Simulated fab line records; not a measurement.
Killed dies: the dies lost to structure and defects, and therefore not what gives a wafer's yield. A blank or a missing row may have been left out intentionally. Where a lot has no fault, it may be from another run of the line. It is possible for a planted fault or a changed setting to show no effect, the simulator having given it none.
Struck lot and sound lot, side by side	flow rit_cmos	17 steps out of a route of 202
Sound: the wafers L299.2, L299.3, L299.4. The struck wafers were L309.2, L309.3, L309.4. The cause is named last.
Each step with rows lists, per side, the tool, then ch with its chambers, then its first start. Under that, the readings that differ: sound wafers	struck wafers	difference of the means	sigmas: that difference in standard deviations of wafers without a fault.
alike: readings with means less than 2 such deviations apart, plus words and numbers identical on both sides. not compared: withheld readings, readings lacking a value on some wafer, bounds such as >300 that could conceal the same value, and numbers that have no deviation in the record and whose values overlap.
The two part at a step that has a row with sigmas, a row that says differs or no value, or rows on one side only. Non-overlapping numbers with no deviation appear without sigmas and do not part them. A reading missing from all wafers of one side parts the sides only when that side holds two or more wafers.

RIT_NWELL_TW_MEAS_10:
  sound on film_metro-03 at day 2 12:09; struck on film_metro-01 at day 4 13:58
  alike: NWELL_TW
then, 6 steps without rows for these wafers: RIT_PWELL_HMDS_00 (prime time 60 s); RIT_PWELL_COAT_01 (resist thk 1300 nm); RIT_PWELL_SOFTBAKE_02 (time 60 s); RIT_PWELL_EXPOSE_03 (exposes mask M3, target cd 43700 nm); RIT_PWELL_PEB_04; RIT_PWELL_DEVELOP_05 (develop time 68 s).
RIT_PWELL_OVL_MEAS_06:
  sound on overlay-02 at day 2 13:10; struck on overlay-02 at day 4 15:08
  alike: PWELL_OVL
then, 2 steps without rows for these wafers: RIT_PWELL_HARDBAKE_07 (time 120 s); RIT_PWELL_IMPLANT_08.
RIT_PWELL_STRIP_09: strips in O2, time 180 s.
  sound on plasma_asher-02 ch 0,1, day 2 13:35; struck on plasma_asher-04 ch 0,1, day 4 15:34
  alike: drypump_motor_current_A
  not compared: rf_hours_counter_h
RIT_PWELL_TW_MEAS_10:
  sound on film_metro-01 at day 2 13:46; struck on film_metro-01 at day 4 15:45
  alike: PWELL_TW
RIT_WELLDRIVE_ANNEAL_00: time 14700 s.
  sound on furnace-01 ch 0, day 2 14:29; struck on furnace-01 ch 0, day 4 15:59
reading	sound	struck	difference	sigmas
spike_tc_centre_C (C)	1105.8 1105.4 1102.6	1119.8 1119.9 1119.0	+15.0	+11
spike_tc_load_C (C)	1128 1127 1129	1144 1145 1143	+16	+4
spike_tc_source_C (C)	1124.6 1122.3 1123.9	1138.9 1138.2 1139.2	+15.2	+6
tube_center_temp_C (C)	1099.9 1099.9 1100	1114.9 1115.1 1115	+15.1	+99 or more
tube_center_temp_C_max	1103.8 1102.2 1103.8	1118.8 1117.3 1117.2	+14.5	+30
RIT_WELLDRIVE_RS_MEAS_01: measurement is done with a four-point probe.
  sound on film_metro-01 at day 2 19:35; struck on film_metro-04 at day 4 21:05
reading	sound	struck	difference	sigmas
NWELL_RS (ohm/sq)	278.7 277.9 277.6	259.9 261.5 261.4	-17.1	-23
RIT_WELLDRIVE_RS_MEAS_02: measurement is done with a four-point probe.
  sound on film_metro-01 at day 2 19:42; struck on film_metro-04 at day 4 21:13
reading	sound	struck	difference	sigmas
PWELL_RS (ohm/sq)	427.5 429.0 429.2	415.9 415.6 417.3	-12.3	-8
then, 1 step without rows for these wafers: RIT_NRETRO_HMDS_00 (prime time 60 s).
RIT_M1_PROBE_99:
  sound on prober-02 at day 4 00:05; struck on prober-02 at day 6 03:01
reading	sound	struck	difference	sigmas
killed_at_M0_to_M3	0 0 0	1 0 0	+0	+3
model.etest.nwell_pinched.rs_ohm_sq	344.9 344.2 344.9	312 312 309.3	-34	
model.etest.pwell_pinched.rs_ohm_sq	462.7 450.9 461.2	450.2 442.1 439.3	-14.4	
model.etest.pwell.rs_ohm_sq	416.6 412.2 416.4	406.8 401.4 403.4	-11.2	
model.etest.field_n.vt_v (V)	35.12 35.53 35.45	33.19 32.69 33.05	-2.39	
model.etest.field_p_metal.vt_v (V)	-28.68 -28.51 -28.94	-31.1 -30.89 -31.93	-2.6	
model.etest.field_p.vt_v (V)	-12.58 -12.51 -12.66	-13.53 -13.44 -13.56	-0.93	
model.etest.diode_pplus_nwell.bv_v (V)	6.773 6.766 6.748	6.892 6.815 6.829	+0.083	
  alike: killed_at_contacts, killed_at_front_end, killed_dies, killed_open, killed_short
  not compared: model.etest.iso_nwell_nwell.bv_v

WHERE THEY PART
Earliest at RIT_WELLDRIVE_ANNEAL_00; latest, in this record, at RIT_M1_PROBE_99.

WHY: what had been put in by the simulator
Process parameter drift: furnace-01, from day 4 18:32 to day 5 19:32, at RIT_WELLDRIVE_ANNEAL_00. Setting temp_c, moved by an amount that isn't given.
